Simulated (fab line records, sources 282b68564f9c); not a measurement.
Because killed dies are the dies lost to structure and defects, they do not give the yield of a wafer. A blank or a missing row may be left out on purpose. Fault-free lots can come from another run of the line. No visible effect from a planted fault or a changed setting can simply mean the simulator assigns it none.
A lot that was struck, set against a sound lot | flow ritCmos | 17 steps out of a route of 202
Sound: the wafers L725.1, L725.2, L725.4. Struck: wafers L728.2, L728.4, L728.6. The cause comes at the end.
For every step that has rows: the tool of each side, followed by ch and its chambers, followed by its first start. Under that, the readings that differ: sound wafers | struck wafers | difference of the means | sigmas: that difference in standard deviations of wafers without a fault.
alike: a reading whose means differ by less than 2 such deviations, as well as words and numbers matching on both sides. not compared: withheld readings; readings where some wafer has no value; bounds like >300 that might hide an equal value; numbers whose values overlap and for which the record gives no deviation.
A row with sigmas, a row that says differs or no value, or rows on one side alone: a step with any of these is where the two part. When numbers do not overlap yet have no deviation, they are printed without sigmas and do not part them. Lack of a reading on every wafer of one side parts them only where that side has two or more wafers.

first, 2 steps without rows for these wafers: RIT_NRETRO_HARDBAKE_07 (time 120 s); RIT_NRETRO_IMPLANT_08.
RIT_NRETRO_STRIP_09: strips in O2, time 180 s.
  sound on plasmaAsher-03 ch 0,1, day 4 08:15; struck on plasmaAsher-04 ch 0,1, day 5 04:27
reading           | sound          | struck         | difference | sigmas
o2FlowSccm (sccm) | 3997 4010 4036 | 3989 3989 3984 | -27        | -2
  alike: drypumpMotorCurrentA
  not compared: rfHoursCounterH
RIT_NRETRO_TW_MEAS_10:
  sound: filmMetro-04 at day 4 08:25; struck: filmMetro-02 at day 5 04:38
reading   | sound          | struck         | difference | sigmas
NRETRO_TW | 1075 1078 1077 | 1056 1058 1060 | -19        | -3
then, 2 steps without rows for these wafers: RIT_PRETRO_HMDS_00 (prime time 60 s); RIT_PRETRO_COAT_01 (resist thk 1300 nm).
RIT_PRETRO_SOFTBAKE_02: time 60.96 s.
  sound on lithoTrack-04 ch 0, day 4 08:47; struck on lithoTrack-02 ch 0, day 5 05:01
  alike: plateSensorTCentreC, plateSensorTEdgeC, resistLineTempC
then, 3 steps without rows for these wafers: RIT_PRETRO_EXPOSE_03 (exposes mask M5, target cd 43700 nm); RIT_PRETRO_PEB_04; RIT_PRETRO_DEVELOP_05 (develop time 68 s).
RIT_PRETRO_OVL_MEAS_06:
  sound: overlay-02 at day 4 09:22; struck: overlay-02 at day 5 05:41
  alike: PRETRO_OVL
then, 1 step without rows for these wafers: RIT_PRETRO_HARDBAKE_07 (time 120 s).
RIT_PRETRO_IMPLANT_08:
  sound on implanter-04 ch 0, day 4 09:52; struck on implanter-04 ch 0, day 5 06:00
reading                  | sound                | struck               | difference | sigmas
beamEnergyKeV            | 45.001 45.027 44.997 | 54.918 54.928 54.907 | +9.909     | +99 or more
model.implant.rpNm (nm)  | 147.7 147.7 147.7    | 176.8 176.8 176.8    | +29.1      | 
model.implant.drpNm (nm) | 55.07 55.07 55.07    | 61.68 61.68 61.68    | +6.61      | 
  alike: endStationPressureTorr
RIT_PRETRO_STRIP_09: strips in O2, time 180 s.
  sound on plasmaAsher-01 ch 0,1, day 4 10:01; struck on plasmaAsher-03 ch 0, day 5 06:07
  alike: drypumpMotorCurrentA, o2FlowSccm
  not compared: rfHoursCounterH
RIT_PRETRO_TW_MEAS_10:
  sound: filmMetro-02 at day 4 10:12; struck: filmMetro-03 at day 5 06:19
reading   | sound             | struck            | difference | sigmas
PRETRO_TW | 480.1 479.1 478.9 | 493.7 491.7 494.7 | +14.0      | +5
then, 1 step without rows for these wafers: RIT_GATE_WET_ETCH_00 (etches SiO2 in BOE, target depth 56 nm, time 60 s).
RIT_M1_PROBE_99:
  sound: prober-01 at day 5 22:52; struck: prober-02 at day 6 21:41
reading                                 | sound                | struck               | difference | sigmas
killedAtContacts                        | 0 0 0                | 0 2 0                | +1         | +2
model.etest.nmos_0p3.rOnOhmUm           | 2027 1989 1969       | 1937 1918 1943       | -62        | 
model.etest.nmosTurned.driveUaUm        | 355.7 358 364.3      | 400.8 397.9 397.8    | +39.5      | 
model.etest.nmos_0p15.driveUaUm         | 496.9 509.2 520.8    | 530.4 543.4 529.1    | +25.3      | 
model.etest.nmos_0p3.driveUaUm          | 246.8 252.8 259.7    | 269.4 273.1 272.2    | +18.5      | 
model.etest.nmosNarrow.driveUaUm        | 251.8 260.5 266.1    | 274.6 272.8 273.8    | +14.3      | 
model.etest.nmos_0p15.offLog10AUm       | -9.871 -9.56 -9.591  | -8.953 -8.82 -9.227  | +0.674     | 
model.etest.retroEdgeNmos.offLog10AUm   | -9.772 -9.414 -9.41  | -8.832 -8.656 -9.119 | +0.663     | 
model.etest.ring.quietLog10A (angstrom) | -7.621 -7.397 -7.367 | -6.904 -6.787 -7.127 | +0.522     | 
  alike: killedAtFrontEnd, killedDies, killedOnRim, killedOpen, killedShort

WHERE THEY PART
Last at RIT_M1_PROBE_99 as far as this record goes, first at RIT_NRETRO_STRIP_09.

WHY: what the simulator had put in
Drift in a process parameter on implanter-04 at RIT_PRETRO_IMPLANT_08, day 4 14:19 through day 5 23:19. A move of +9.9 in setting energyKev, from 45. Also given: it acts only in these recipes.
